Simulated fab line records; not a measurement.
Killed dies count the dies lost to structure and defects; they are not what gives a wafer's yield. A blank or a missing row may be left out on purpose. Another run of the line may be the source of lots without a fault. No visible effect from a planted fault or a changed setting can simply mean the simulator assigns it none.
Split-lot experiment | flow berkeleyCmos170 | route with 331 steps; 5 lots, 27 wafers read

## THE SPLIT ITSELF
At UCB170_SPACER_ETCHBACK_03 (etches SiO2 in CHF3/CF4/Ar, stops on Si, target depth 376 nm, time 100 s), the setting targetDepthA was moved away from the recipe's 3760 angstrom on 12 of the 27 wafers read, by -56.7% to +44.2%. All remaining wafers had this setting at the recipe value.

Reading taken at the split's own step.

## THE READING
oesProductAu, in a.u., at UCB170_SPACER_ETCHBACK_03 (etches SiO2 in CHF3/CF4/Ar, stops on Si, target depth 376 nm, time 100 s). A value of 0.890 a.u. with a standard deviation of 0.022 a.u. is what fault-free wafers of this fab line usually give.

wafer  | tool, chamber at the split | targetDepthA as run, angstrom | against the recipe | oesProductAu, a.u. | against lot-mates on the recipe
L074.1 | rieDiel-04, 0              | 4431                          | +17.8%             | 0.803              | -0.096
L074.2 | rieDiel-04, 1              | 3760                          | recipe             | 0.883              | -
L074.3 | rieDiel-04, 3              | 3760                          | recipe             | 0.900              | -
L074.4 | rieDiel-04, 2              | 4431                          | +17.8%             | 0.781              | -0.118
L074.5 | rieDiel-04, 3              | 4431                          | +17.8%             | 0.807              | -0.092
L074.6 | rieDiel-04, 0              | 3760                          | recipe             | 0.915              | -
L077.1 | rieDiel-04, 0              | 4984                          | +32.6%             | 0.760              | -0.142
L077.2 | rieDiel-04, 1              | 4984                          | +32.6%             | 0.753              | -0.149
L077.3 | rieDiel-04, 3              | 4984                          | +32.6%             | 0.763              | -0.139
L077.4 | rieDiel-04, 2              | 3760                          | recipe             | 0.880              | -
L077.5 | rieDiel-04, 0              | 3760                          | recipe             | 0.907              | -
L077.6 | rieDiel-04, 1              | 3760                          | recipe             | 0.920              | -
L078.3 | rieDiel-03, 1              | 3760                          | recipe             | 0.861              | -
L078.4 | rieDiel-03, 0              | 3760                          | recipe             | 0.918              | -
L078.5 | rieDiel-03, 0              | 3760                          | recipe             | 0.931              | -
L081.1 | rieDiel-01, 3              | 5423                          | +44.2%             | 0.685              | -0.207
L081.2 | rieDiel-01, 1              | 3760                          | recipe             | 0.890              | -
L081.3 | rieDiel-01, 0              | 3760                          | recipe             | 0.919              | -
L081.4 | rieDiel-01, 2              | 3760                          | recipe             | 0.866              | -
L081.5 | rieDiel-01, 0              | 5423                          | +44.2%             | 0.724              | -0.168
L081.6 | rieDiel-01, 1              | 5423                          | +44.2%             | 0.728              | -0.164
L083.1 | rieDiel-01, 2              | 3760                          | recipe             | 0.864              | -
L083.2 | rieDiel-01, 3              | 3760                          | recipe             | 0.845              | -
L083.3 | rieDiel-01, 0              | 1628                          | -56.7%             | 0.998              | +0.123
L083.4 | rieDiel-01, 1              | 1628                          | -56.7%             | 1.010              | +0.135
L083.5 | rieDiel-01, 1              | 3760                          | recipe             | 0.916              | -
L083.6 | rieDiel-01, 0              | 1628                          | -56.7%             | 1.001              | +0.126

THE FIT
A straight line over all 27 wafers: oesProductAu changes by -0.00299 a.u. for each +1% of targetDepthA; r = -0.93; the points scatter about the line by 0.033 a.u.
The same after taking each lot's own level away (the mean of its wafers on the recipe; 27 wafers): -0.0032 a.u. for each +1%; r = -0.95; scatter 0.03 a.u.
That fit puts the effect of the largest move of targetDepthA on the reading at 0.18 a.u.
The span of the lots' own levels, 0.8750 to 0.9033 a.u., comes to 1.3 times the standard deviation stated above.
So the lot-to-lot level changes the slope little: the two slopes agree.
Check: with one of the wafers moved furthest among these (-56.7%) left out of the fit, the line predicts +0.173 a.u. for it against its lot-mates. Against them it came out at +0.123 a.u.
Tool readings at the split's step, against how far the setting was moved: oesProductAu r = -0.93.

## THE OTHER SPLITS THESE WAFERS WENT THROUGH
Other splits were also applied to these wafers ahead of the reading. Each is held against what the fit with the lots' levels taken away leaves over:
other split on the same wafers    | wafers away from the commonest value | r with oesProductAu (lot level and that fit taken away)
UCB170_PWELL_OXIDATION_02 oxTimeS | 21                                   | +0.06

## THE WHOLE CHAIN: every reading that the file lists as answering this split, in the file's order
step                      | what it does                                                             | reading                                                                   | change (the file's fit)                                                            | r (the file's)
UCB170_SPACER_ETCHBACK_03 | etches SiO2 in CHF3/CF4/Ar, stops on Si, target depth 376 nm, time 100 s | oesProductAu                                                              | -0.00331 a.u. for each +1% of the setting                                          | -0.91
UCB170_M3_PROBE_99        |                                                                          | etest.pmos_0p6.rOnOhmUm (the simulator's own value, which no gauge read)  | -92.6 for each +1% of the setting                                                  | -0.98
UCB170_M3_PROBE_99        |                                                                          | etest.pldd.lineOhmUm (the simulator's own value, which no gauge read)     | not straight: 1900 at the lowest setting, 1900 at the recipe, 6.594 at the highest | not given
UCB170_M3_PROBE_99        |                                                                          | etest.pldd.rsOhmSq (the simulator's own value, which no gauge read)       | not straight: 1122 at the lowest setting, 1122 at the recipe, 3.598 at the highest | not given
UCB170_M3_PROBE_99        |                                                                          | etest.nmos_0p35.rOnOhmUm (the simulator's own value, which no gauge read) | -21.5 for each +1% of the setting                                                  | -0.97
UCB170_M3_PROBE_99        |                                                                          | etest.nmos_0p6.rOnOhmUm (the simulator's own value, which no gauge read)  | -21.1 for each +1% of the setting                                                  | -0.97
UCB170_M3_PROBE_99        |                                                                          | etest.pplusSal.widthNm (the simulator's own value, which no gauge read)   | +5.04 nm for each +1% of the setting                                               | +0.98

## FILE'S OWN FIT
oesProductAu changes by -0.00331 a.u. for each +1% of targetDepthA, r = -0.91.
